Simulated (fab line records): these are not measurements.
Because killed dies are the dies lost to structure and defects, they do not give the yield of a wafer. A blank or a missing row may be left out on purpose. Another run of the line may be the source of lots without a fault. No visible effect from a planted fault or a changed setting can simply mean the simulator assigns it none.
What tool caused it?	flow berkeley_cmos170	42 wafers from 14 lots sampled at 4 of the route's 331 steps

WHAT THE GAUGES READ, wafer by wafer
UCB170_ACTIVE_THK_MEAS_03.
lot	measured	on	ACTIVE_OXIDE_THK (nm)
L999	day 4 06:17	film_metro-04	26.1 26.2 26.1
L100	day 4 17:54	film_metro-01	26.0 26.1 26.1
L101	day 4 17:55	film_metro-02	25.9 25.7 25.8
L102	day 5 03:43	film_metro-02	26.4 26.8 26.1
L103	day 5 08:11	film_metro-02	26.6 26.4 26.5
L104	day 5 18:39	film_metro-04	26.7 26.0 26.2
L105	day 5 22:14	film_metro-02	25.9 26.5 25.8
L106	day 5 22:14	film_metro-04	26.0 25.7 26.3
L108	day 6 05:30	film_metro-04	25.5 25.7 25.8
L109	day 6 05:31	film_metro-02	25.5 25.7 26.1
L110	day 6 19:42	film_metro-04	26.5 26.4 26.1
L113	day 6 19:46	film_metro-04	26.6 26.9 26.1
L115	day 7 05:43	film_metro-01	24.7 24.9 24.8
L121	day 8 07:37	film_metro-01	27.2 26.9 26.8

UCB170_NVT_TW_MEAS_09.
lot	measured	on	NVT_TW
L999	day 5 20:14	film_metro-02	522 522 519
L100	day 6 10:34	film_metro-03	516 516 516
L101	day 6 10:28	film_metro-02	519 525 522
L102	day 6 19:28	film_metro-03	518 518 517
L103	day 6 19:17	film_metro-03	513 515 517
L104	day 7 10:17	film_metro-01	521 521 523
L105	day 7 09:59	film_metro-03	516 514 512
L106	day 7 10:16	film_metro-03	513 515 513
L108	day 7 16:58	film_metro-03	514 509 510
L109	day 7 17:08	film_metro-02	519 518 520
L110	day 8 09:42	film_metro-02	649 647 646
L113	day 8 09:16	film_metro-01	521 524 524
L115	day 8 19:32	film_metro-02	647 647 652
L121	day 9 22:14	film_metro-02	522 522 522

EACH LOT AND THE TOOL THAT RAN IT (in order: tool; ch and the chambers of the sampled wafers; start)
lot	UCB170_ACTIVE_ETCH_15	UCB170_NVT_IMPLANT_07
L999	rie_diel-04 ch 0,1,2, day 4 16:08	implanter-04 ch 0, day 5 19:59
L100	rie_diel-03 ch 0,2,3, day 5 02:59	implanter-01 ch 0, day 6 10:19
L101	rie_diel-01 ch 0,1,3, day 5 02:52	implanter-04 ch 0, day 6 10:14
L102	rie_diel-03 ch 1,2,3, day 5 12:41	implanter-02 ch 0, day 6 19:13
L103	rie_diel-01 ch 1,2,3, day 5 12:49	implanter-04 ch 0, day 6 19:02
L104	rie_diel-03 ch 0,1,2, day 6 03:22	implanter-01 ch 0, day 7 10:01
L105	rie_diel-03 ch 0,2,3, day 6 06:21	implanter-01 ch 0, day 7 09:44
L106	rie_diel-01 ch 1,2,3, day 6 06:20	implanter-04 ch 0, day 7 10:01
L108	rie_diel-03 ch 0,1,3, day 6 13:10	implanter-01 ch 0, day 7 16:43
L109	rie_diel-01 ch 1,2,3, day 6 13:03	implanter-04 ch 0, day 7 16:55
L110	rie_diel-01 ch 1,2,3, day 7 05:10	implanter-01 ch 0, day 8 09:09
L113	rie_diel-03 ch 0,1,2, day 7 05:17	implanter-02 ch 0, day 8 09:02
L115	rie_diel-03 ch 0,1,3, day 7 13:14	implanter-01 ch 0, day 8 18:15
L121	rie_diel-01 ch 0,2, day 8 15:12	implanter-01 ch 0, day 9 22:01
- UCB170_ACTIVE_ETCH_15: etches Si3N4 in CH3F/Ar/O2, stops on SiO2, target depth 242 nm, time 151 s.
- UCB170_NVT_IMPLANT_07

WHAT THE TOOLS THEMSELVES READ (means of the sampled wafers that have a number; where no wafer has one, the mark that the record gives instead)
UCB170_ACTIVE_ETCH_15.
lot	tool	drypump_motor_current_A (A)	oes_product_au (a.u.)	throttle_valve_pct (%)
L999	rie_diel-04	5.9	0.954	8.01
L100	rie_diel-03	5.8	0.949	8.10
L101	rie_diel-01	5.5	0.962	8.04
L102	rie_diel-03	5.4	0.937	8.02
L103	rie_diel-01	5.5	0.948	8.03
L104	rie_diel-03	5.5	0.950	8.01
L105	rie_diel-03	5.7	0.939	8.10
L106	rie_diel-01	5.5	0.954	8.03
L108	rie_diel-03	5.6	0.952	7.99
L109	rie_diel-01	5.5	0.943	8.04
L110	rie_diel-01	5.5	0.946	8.04
L113	rie_diel-03	5.5	0.953	8.02
L115	rie_diel-03	5.6	0.957	7.98
L121	rie_diel-01	5.8	0.938	7.93

THE ANSWER, worked out from the rows above alone
Rule: the usual values come from the lots themselves. The widest of any qualifying gaps counts: lots, ordered by their means at a reading, are off when they make up no more than a third of the lots, leave a main group of 4 or more, and stand apart from it by 3 or more times the standard deviation of that group's means. Not used: any main group whose means are identical at the precision the tables above print for the reading. A lot without any number at a reading at which 4 lots or more have one is off too. Any other lot the step has rows for is counted as sound. After the gauges, taken in route order, come the tools' own readings; for these a lot's mean is taken, as printed above. At the first step where some lot is off, the reading lying furthest off is the one used; lots without a number count as furthest.
Off: L110, L115, at UCB170_NVT_TW_MEAS_09 (NVT_TW). The main group has a mean of 518 with a standard deviation of 3.8.
A tool fits if, at a process step before that reading, it ran every lot that is off, and no sound lot after the first of them. The gauges at UCB170_NVT_TW_MEAS_09 are tried like those tools. Not one of the candidates tried fits.

WHAT THE SIMULATOR HAD PUT IN
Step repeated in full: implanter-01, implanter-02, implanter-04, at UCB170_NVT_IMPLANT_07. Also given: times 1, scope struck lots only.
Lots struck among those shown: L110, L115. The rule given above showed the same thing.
